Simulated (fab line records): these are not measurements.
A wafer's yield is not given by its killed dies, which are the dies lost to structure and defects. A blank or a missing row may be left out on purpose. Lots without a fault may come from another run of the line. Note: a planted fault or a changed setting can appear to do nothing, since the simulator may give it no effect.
Lot-split experiment ; flow berkeley cmos170 ; on a route of 331 steps: 5 lots, 23 wafers read

ABOUT THE SPLIT
At UCB170_V1_CMP_02 (polishes SiO2), the setting leave above ref nm was moved away from the recipe's 1000 nm on 9 of the 23 wafers read, by -5.0% to +2.0%. This setting was run at the recipe's value on the other wafers.

There is no step in the file separating the split from the reading.

THE READING
At UCB170_V1_THK_MEAS_04: V1_POLISHED_THK, given in nm. Typical for fault-free wafers on this fab line: 1000.4 nm, with standard deviation 1.1 nm.

wafer;tool, chamber at the split;leave above ref nm as run, nm;against the recipe;V1_POLISHED_THK, nm;against lot-mates on the recipe
L074.1;cmp-02, 1;1000;recipe;998.6;-
L074.2;cmp-02, 2;1000;recipe;999.9;-
L074.3;cmp-02, 3;1000;recipe;998.7;-
L074.5;cmp-02, 1;950.3;-5.0%;949.8;-49.3
L074.6;cmp-02, 0;950.3;-5.0%;950.1;-49.0
L077.2;cmp-02, 2;966.9;-3.3%;967.6;-32.1
L077.3;cmp-02, 1,3;1000;recipe;999.4;-
L077.4;cmp-02, 0;966.9;-3.3%;966.9;-32.9
L077.5;cmp-02, 0;966.9;-3.3%;967.3;-32.5
L077.6;cmp-02, 1,3;1000;recipe;1000.1;-
L075.2;cmp-02, 3;1000;recipe;1002.9;-
L075.3;cmp-02, 2;1000;recipe;1001.9;-
L075.5;cmp-02, 3;1000;recipe;1000.7;-
L085.1;cmp-01, 3;1000;recipe;1000.8;-
L085.2;cmp-01, 1;1020;+2.0%;1021.3;+20.2
L085.3;cmp-01, 0;1020;+2.0%;1022.3;+21.2
L085.5;cmp-01, 3;1000;recipe;1000.3;-
L085.6;cmp-01, 0;1000;recipe;1002.2;-
L084.1;cmp-01, 0;1000;recipe;1001.8;-
L084.2;cmp-01, 1;962.5;-3.7%;964.4;-37.2
L084.3;cmp-01, 3;962.5;-3.7%;962.9;-38.7
L084.4;cmp-01, 2,0;1000;recipe;1002.1;-
L084.6;cmp-01, 2,0;1000;recipe;1000.9;-
Where a row lists several chambers, the file gives one row for several wafers and doesn't say which wafer went through which chamber.

THE FIT
A straight line over all 23 wafers: V1_POLISHED_THK changes by +10.2 nm for each +1% of leave above ref nm; r = +1.00; the points scatter about the line by 1.2 nm.
The same after taking each lot's own level away (the mean of its wafers on the recipe; 23 wafers): +9.98 nm for each +1%; r = +1.00; scatter 0.72 nm.
According to that fit, moving leave above ref nm by its largest amount changes the reading by 50 nm.
Across the lots, their own levels run from 999.07 to 1001.83 nm, a range of 2.5 times the standard deviation given above.
The two slopes are in agreement: the lot-to-lot level therefore moves the slope only a little.
Check: for one of the wafers moved furthest among these (-5.0%), held out of the fit, the line's prediction against its lot-mates is -49.5 nm. It came out at -49.3 nm against them.

OTHER SPLITS ON THESE WAFERS
Note: prior to the reading, these wafers also went through further splits. Each is held against what the fit with the lots' levels taken away leaves over:
other split on the same wafers;wafers away from the commonest value;r with V1_POLISHED_THK (lot level and that fit taken away)
UCB170_NLDD_PEB_04 peb temp c;8;-0.17
UCB170_NLDD_IMPLANT_09 energy kev;11;+0.15
UCB170_PSD_IMPLANT_08 dose cm2;4;-0.15
UCB170_NSD_IMPLANT_08 dose cm2;8;-0.13
UCB170_BACKSIDE_STRIP_03 power w;9;+0.20
UCB170_SILICIDE_SPUTTER_01 power w;6;+0.06
UCB170_M1_COAT_04 resist thk nm;12;+0.15
UCB170_M1_ETCH_11 bias w;10;-0.20

THE WHOLE CHAIN: every reading that the file lists as answering this split, in the file's order
step;what it does;reading;change (the file's fit);r (the file's)
UCB170_V1_CMP_02;polishes SiO2;SiO2_of_V1_CVD_00.thk nm (the simulator's own value, which no gauge read);+10 nm for each +1% of the setting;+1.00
UCB170_V1_THK_MEAS_04;;V1_POLISHED_THK;+9.97 for each +1% of the setting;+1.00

FILE'S OWN FIT
V1_POLISHED_THK changes by +9.97 nm for each +1% of leave above ref nm, r = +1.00.
